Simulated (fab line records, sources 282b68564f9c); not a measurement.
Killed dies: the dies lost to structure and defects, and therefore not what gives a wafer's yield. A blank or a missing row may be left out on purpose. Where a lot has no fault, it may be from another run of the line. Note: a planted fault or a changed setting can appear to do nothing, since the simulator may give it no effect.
What tool caused it? :: flow rit cmos :: 45 wafers from 15 lots sampled at 2 of the route's 202 steps

## WHAT EACH GAUGE READ, for each wafer
Not one reading of a measure or inspect step in the record can be checked against a usual standard deviation.

## WHICH TOOL RAN EACH LOT (tool, then ch and the chambers of the sampled wafers, then the start)
lot: L778
RIT_SILICIDE_RTA_04: rtp anneal-01 ch 0, day 3 10:29
RIT_M1_PROBE_99: -

lot: L779
RIT_SILICIDE_RTA_04: rtp anneal-02 ch 0, day 3 11:32
RIT_M1_PROBE_99: -

lot: L780
RIT_SILICIDE_RTA_04: rtp anneal-01 ch 0, day 4 00:08
RIT_M1_PROBE_99: -

lot: L782
RIT_SILICIDE_RTA_04: rtp anneal-01 ch 0, day 4 10:20
RIT_M1_PROBE_99: -

lot: L783
RIT_SILICIDE_RTA_04: rtp anneal-02 ch 0, day 4 16:22
RIT_M1_PROBE_99: -

lot: L784
RIT_SILICIDE_RTA_04: rtp anneal-01 ch 0, day 4 23:20
RIT_M1_PROBE_99: -

lot: L785
RIT_SILICIDE_RTA_04: rtp anneal-01 ch 0, day 5 01:40
RIT_M1_PROBE_99: -

lot: L788
RIT_SILICIDE_RTA_04: rtp anneal-01 ch 0, day 5 10:37
RIT_M1_PROBE_99: -

lot: L790
RIT_SILICIDE_RTA_04: rtp anneal-01 ch 0, day 5 19:14
RIT_M1_PROBE_99: prober-02, day 6 02:23

lot: L791
RIT_SILICIDE_RTA_04: rtp anneal-02 ch 0, day 6 01:22
RIT_M1_PROBE_99: -

lot: L792
RIT_SILICIDE_RTA_04: rtp anneal-01 ch 0, day 6 03:11
RIT_M1_PROBE_99: -

lot: L793
RIT_SILICIDE_RTA_04: rtp anneal-02 ch 0, day 6 09:53
RIT_M1_PROBE_99: -

lot: L795
RIT_SILICIDE_RTA_04: rtp anneal-02 ch 0, day 6 19:30
RIT_M1_PROBE_99: prober-01, day 7 02:07

lot: L800
RIT_SILICIDE_RTA_04: rtp anneal-02 ch 0, day 8 01:52
RIT_M1_PROBE_99: -

lot: L801
RIT_SILICIDE_RTA_04: rtp anneal-02 ch 0, day 8 06:50
RIT_M1_PROBE_99: -
- RIT_SILICIDE_RTA_04: time 10 s, ramp up 5 s, ramp down 5 s.
- RIT_M1_PROBE_99

## AS READ BY THE TOOLS THEMSELVES (means over the sampled wafers that have a number; for cases with no such wafer, the mark the record gives instead)
RIT_SILICIDE_RTA_04. Usual: chamber o2 ppm 2.003, standard deviation 0.022; wafer_temp_C_max 652.9, standard deviation 0.96.
lot: L778
tool: rtp anneal-01
chamber o2 ppm: 2.007
wafer_temp_C_max: 651.8
flag: 

lot: L779
tool: rtp anneal-02
chamber o2 ppm: 2.013
wafer_temp_C_max: 654.2
flag: 

lot: L780
tool: rtp anneal-01
chamber o2 ppm: 2.003
wafer_temp_C_max: 652.2
flag: 

lot: L782
tool: rtp anneal-01
chamber o2 ppm: 2.056
wafer_temp_C_max: 652.3
flag: 

lot: L783
tool: rtp anneal-02
chamber o2 ppm: 1.988
wafer_temp_C_max: 653.6
flag: 

lot: L784
tool: rtp anneal-01
chamber o2 ppm: 2.014
wafer_temp_C_max: 651.8
flag: 

lot: L785
tool: rtp anneal-01
chamber o2 ppm: 1.968
wafer_temp_C_max: 653.4
flag: 

lot: L788
tool: rtp anneal-01
chamber o2 ppm: 1502.000
wafer_temp_C_max: 652.2
flag: OFF

lot: L790
tool: rtp anneal-01
chamber o2 ppm: 1502.000
wafer_temp_C_max: 652.4
flag: OFF

lot: L791
tool: rtp anneal-02
chamber o2 ppm: 1.984
wafer_temp_C_max: 653.8
flag: 

lot: L792
tool: rtp anneal-01
chamber o2 ppm: 1502.000
wafer_temp_C_max: 652.3
flag: OFF

lot: L793
tool: rtp anneal-02
chamber o2 ppm: 1.983
wafer_temp_C_max: 653.7
flag: 

lot: L795
tool: rtp anneal-02
chamber o2 ppm: 2.012
wafer_temp_C_max: 653.9
flag: 

lot: L800
tool: rtp anneal-02
chamber o2 ppm: 2.010
wafer_temp_C_max: 653.0
flag: 

lot: L801
tool: rtp anneal-02
chamber o2 ppm: 2.012
wafer_temp_C_max: 653.4
flag: 

RIT_M1_PROBE_99. Usual: killed at front end 6.8, standard deviation 3; killed dies 6.9, standard deviation 3; killed open 3.3, standard deviation 1.9; killed short 3.6, standard deviation 1.9.
lot: L790
tool: prober-02
killed at front end: 6.0
killed dies: 6.0
killed open: 3.0
killed short: 3.0
flag: 

lot: L795
tool: prober-01
killed at front end: 7.3
killed dies: 7.3
killed open: 3.7
killed short: 3.7
flag: 

## THE ANSWER, worked out from the rows above alone
Rule: a lot counts as off when the mean over its wafers that have a number is more than 3 standard deviations away from the usual mean. A lot without any number at a reading at which 4 lots or more have one is off too. The other lots that the step has rows for count as sound. After the gauges, taken in route order, come the tools' own readings; for these a lot's mean is taken, as printed above. At the first step where some lot is off, the reading lying furthest off is the one used; lots without a number count as furthest.
Off at RIT_SILICIDE_RTA_04 (chamber o2 ppm): L788, L790, L792.
If a tool, at that step or one of the process steps before it, ran each lot that is off and ran no sound lot following the first of them, it fits. One fits: RIT_SILICIDE_RTA_04 on rtp anneal-01. Its last sound lot is L785 (day 5 01:40), its first lot that is off L788 (day 5 10:37): a fault that began between those two fits.
The tool's own readings at RIT_SILICIDE_RTA_04 bear it out: on the lots that are off they differ by more than 5 times the standard deviation of the sound lots' means. chamber o2 ppm reads 1502.000 there against 2.004 on the sound lots.

## WHAT WAS PUT IN BY THE SIMULATOR
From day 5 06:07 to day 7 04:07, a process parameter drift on rtp anneal-01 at RIT_SILICIDE_RTA_04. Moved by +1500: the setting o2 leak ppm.
Lots struck among those shown: L788, L790, L792. Same finding as the rule above.
